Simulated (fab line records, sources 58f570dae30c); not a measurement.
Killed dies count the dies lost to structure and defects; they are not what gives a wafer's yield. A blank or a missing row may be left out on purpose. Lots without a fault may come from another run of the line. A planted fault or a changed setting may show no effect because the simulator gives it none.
Split-lot study || flow berkeley-cmos170 || 23 wafers read across 5 lots, on a route 331 steps long

ABOUT THE SPLIT
At UCB170_CONTACT_COAT_10 (resist thk 900 nm), the setting resist-thk-nm was moved away from the recipe's 900 nm on 8 of the 23 wafers read, by -1.5% to +2.1%. For the rest of the wafers, this setting stayed at what the recipe calls for.

FROM THE SPLIT TO THE READING: what the file shows between them, 3 steps
- UCB170_CONTACT_SOFTBAKE_11: time 60 s
- UCB170_CONTACT_EXPOSE_12: exposes mask CONT, target cd 700 nm
- UCB170_CONTACT_ETCH_17: etches BARC in N2/H2

THE READING
KrF_of_CONTACT_COAT_10.thk-nm (the simulator's own value, which no gauge read), in nm, at UCB170_CONTACT_ETCH_18 (etches PSG in CHF3/CF4/Ar, stops on TiSi2, target depth 840 nm, time 195 s). There is no usual value for it anywhere in the file. The 15 wafers here that ran the recipe average 695.6 nm, standard deviation 3.3 nm.

{"wafer": "L076.1", "tool, chamber at the split": "litho-track-02, 0", "resist-thk-nm as run, nm": 900, "against the recipe": "recipe", "KrF_of_CONTACT_COAT_10.thk-nm, nm": 696.4, "against lot-mates on the recipe": "-"}
{"wafer": "L076.2", "tool, chamber at the split": "litho-track-02, 0", "resist-thk-nm as run, nm": 919.1, "against the recipe": "+2.1%", "KrF_of_CONTACT_COAT_10.thk-nm, nm": 711.9, "against lot-mates on the recipe": "+16.7"}
{"wafer": "L076.3", "tool, chamber at the split": "litho-track-02, 0", "resist-thk-nm as run, nm": 900, "against the recipe": "recipe", "KrF_of_CONTACT_COAT_10.thk-nm, nm": 693.1, "against lot-mates on the recipe": "-"}
{"wafer": "L076.4", "tool, chamber at the split": "litho-track-02, 0", "resist-thk-nm as run, nm": 919.1, "against the recipe": "+2.1%", "KrF_of_CONTACT_COAT_10.thk-nm, nm": 711.3, "against lot-mates on the recipe": "+16.1"}
{"wafer": "L076.5", "tool, chamber at the split": "litho-track-02, 0", "resist-thk-nm as run, nm": 900, "against the recipe": "recipe", "KrF_of_CONTACT_COAT_10.thk-nm, nm": 696.1, "against lot-mates on the recipe": "-"}
{"wafer": "L082.1", "tool, chamber at the split": "litho-track-02, 0", "resist-thk-nm as run, nm": 900, "against the recipe": "recipe", "KrF_of_CONTACT_COAT_10.thk-nm, nm": 696.7, "against lot-mates on the recipe": "-"}
{"wafer": "L082.2", "tool, chamber at the split": "litho-track-02, 0", "resist-thk-nm as run, nm": 918.7, "against the recipe": "+2.1%", "KrF_of_CONTACT_COAT_10.thk-nm, nm": 705.5, "against lot-mates on the recipe": "+11.9"}
{"wafer": "L082.3", "tool, chamber at the split": "litho-track-02, 0", "resist-thk-nm as run, nm": 900, "against the recipe": "recipe", "KrF_of_CONTACT_COAT_10.thk-nm, nm": 690.5, "against lot-mates on the recipe": "-"}
{"wafer": "L082.5", "tool, chamber at the split": "litho-track-02, 0", "resist-thk-nm as run, nm": 918.7, "against the recipe": "+2.1%", "KrF_of_CONTACT_COAT_10.thk-nm, nm": 708.4, "against lot-mates on the recipe": "+14.8"}
{"wafer": "L082.6", "tool, chamber at the split": "litho-track-02, 0", "resist-thk-nm as run, nm": 918.7, "against the recipe": "+2.1%", "KrF_of_CONTACT_COAT_10.thk-nm, nm": 708.3, "against lot-mates on the recipe": "+14.7"}
{"wafer": "L084.2", "tool, chamber at the split": "litho-track-04, 0", "resist-thk-nm as run, nm": 900, "against the recipe": "recipe", "KrF_of_CONTACT_COAT_10.thk-nm, nm": 692.4, "against lot-mates on the recipe": "-"}
{"wafer": "L084.3", "tool, chamber at the split": "litho-track-04, 0", "resist-thk-nm as run, nm": 900, "against the recipe": "recipe", "KrF_of_CONTACT_COAT_10.thk-nm, nm": 691.3, "against lot-mates on the recipe": "-"}
{"wafer": "L084.4", "tool, chamber at the split": "litho-track-04, 0", "resist-thk-nm as run, nm": 900, "against the recipe": "recipe", "KrF_of_CONTACT_COAT_10.thk-nm, nm": 691.9, "against lot-mates on the recipe": "-"}
{"wafer": "L085.1", "tool, chamber at the split": "litho-track-01, 0", "resist-thk-nm as run, nm": 900, "against the recipe": "recipe", "KrF_of_CONTACT_COAT_10.thk-nm, nm": 700.4, "against lot-mates on the recipe": "-"}
{"wafer": "L085.3", "tool, chamber at the split": "litho-track-01, 0", "resist-thk-nm as run, nm": 900, "against the recipe": "recipe", "KrF_of_CONTACT_COAT_10.thk-nm, nm": 700.3, "against lot-mates on the recipe": "-"}
{"wafer": "L085.4", "tool, chamber at the split": "litho-track-01, 0", "resist-thk-nm as run, nm": 900, "against the recipe": "recipe", "KrF_of_CONTACT_COAT_10.thk-nm, nm": 699.8, "against lot-mates on the recipe": "-"}
{"wafer": "L085.5", "tool, chamber at the split": "litho-track-01, 0", "resist-thk-nm as run, nm": 900, "against the recipe": "recipe", "KrF_of_CONTACT_COAT_10.thk-nm, nm": 697.3, "against lot-mates on the recipe": "-"}
{"wafer": "L085.6", "tool, chamber at the split": "litho-track-01, 0", "resist-thk-nm as run, nm": 900, "against the recipe": "recipe", "KrF_of_CONTACT_COAT_10.thk-nm, nm": 699.7, "against lot-mates on the recipe": "-"}
{"wafer": "L083.1", "tool, chamber at the split": "litho-track-02, 0", "resist-thk-nm as run, nm": 886.1, "against the recipe": "-1.5%", "KrF_of_CONTACT_COAT_10.thk-nm, nm": 681.3, "against lot-mates on the recipe": -12.5}
{"wafer": "L083.2", "tool, chamber at the split": "litho-track-02, 0", "resist-thk-nm as run, nm": 900, "against the recipe": "recipe", "KrF_of_CONTACT_COAT_10.thk-nm, nm": 694.8, "against lot-mates on the recipe": "-"}
{"wafer": "L083.3", "tool, chamber at the split": "litho-track-02, 0", "resist-thk-nm as run, nm": 886.1, "against the recipe": "-1.5%", "KrF_of_CONTACT_COAT_10.thk-nm, nm": 683.3, "against lot-mates on the recipe": -10.5}
{"wafer": "L083.4", "tool, chamber at the split": "litho-track-02, 0", "resist-thk-nm as run, nm": 886.1, "against the recipe": "-1.5%", "KrF_of_CONTACT_COAT_10.thk-nm, nm": 674, "against lot-mates on the recipe": -19.8}
{"wafer": "L083.6", "tool, chamber at the split": "litho-track-02, 0", "resist-thk-nm as run, nm": 900, "against the recipe": "recipe", "KrF_of_CONTACT_COAT_10.thk-nm, nm": 692.9, "against lot-mates on the recipe": "-"}

THE FIT
A straight line over all 23 wafers: KrF_of_CONTACT_COAT_10.thk-nm changes by +7.64 nm for each +1% of resist-thk-nm; r = +0.92; the points scatter about the line by 3.8 nm.
The same after taking each lot's own level away (the mean of its wafers on the recipe; 23 wafers): +7.75 nm for each +1%; r = +0.97; scatter 2.3 nm.
According to that fit, moving resist-thk-nm by its largest amount changes the reading by 16 nm.
Measured against the standard deviation above, the lots' own levels, which go from 691.87 to 699.50 nm, span 2.3 times it.
The two slopes agree, so the slope changes little with the lot-to-lot level.
Check: for one of the wafers moved furthest among these (+2.1%), held out of the fit, the line's prediction against its lot-mates is +15.7 nm. Against them it came out at +16.7 nm.

OTHER SPLITS APPLIED TO THESE WAFERS
These wafers also went through other splits before the reading. Each is held against what the fit with the lots' levels taken away leaves over:
{"other split on the same wafers": "UCB170_SILICIDE_SPUTTER_01 time-s", "wafers away from the commonest value": 11, "r with KrF_of_CONTACT_COAT_10.thk-nm (lot level and that fit taken away)": -0.12}
{"other split on the same wafers": "UCB170_CONTACT_CVD_01 ph3-flow-sccm", "wafers away from the commonest value": 18, "r with KrF_of_CONTACT_COAT_10.thk-nm (lot level and that fit taken away)": "+0.18"}

THE WHOLE CHAIN: every reading that the file lists as answering this split, in the file's order
{"step": "UCB170_CONTACT_COAT_10", "what it does": "resist thk 900 nm", "reading": "KrF_of_CONTACT_COAT_10.thk-nm (the simulator's own value, which no gauge read)", "change (the file's fit)": "+8.11 nm for each +1% of the setting", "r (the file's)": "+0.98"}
{"step": "UCB170_CONTACT_ETCH_18", "what it does": "etches PSG in CHF3/CF4/Ar, stops on TiSi2, target depth 840 nm, time 195 s", "reading": "KrF_of_CONTACT_COAT_10.thk-nm (the simulator's own value, which no gauge read)", "change (the file's fit)": "+7.64 nm for each +1% of the setting", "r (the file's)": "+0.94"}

THE FILE'S OWN FIT
KrF_of_CONTACT_COAT_10.thk-nm changes by +7.64 nm for each +1% of resist-thk-nm, r = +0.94.
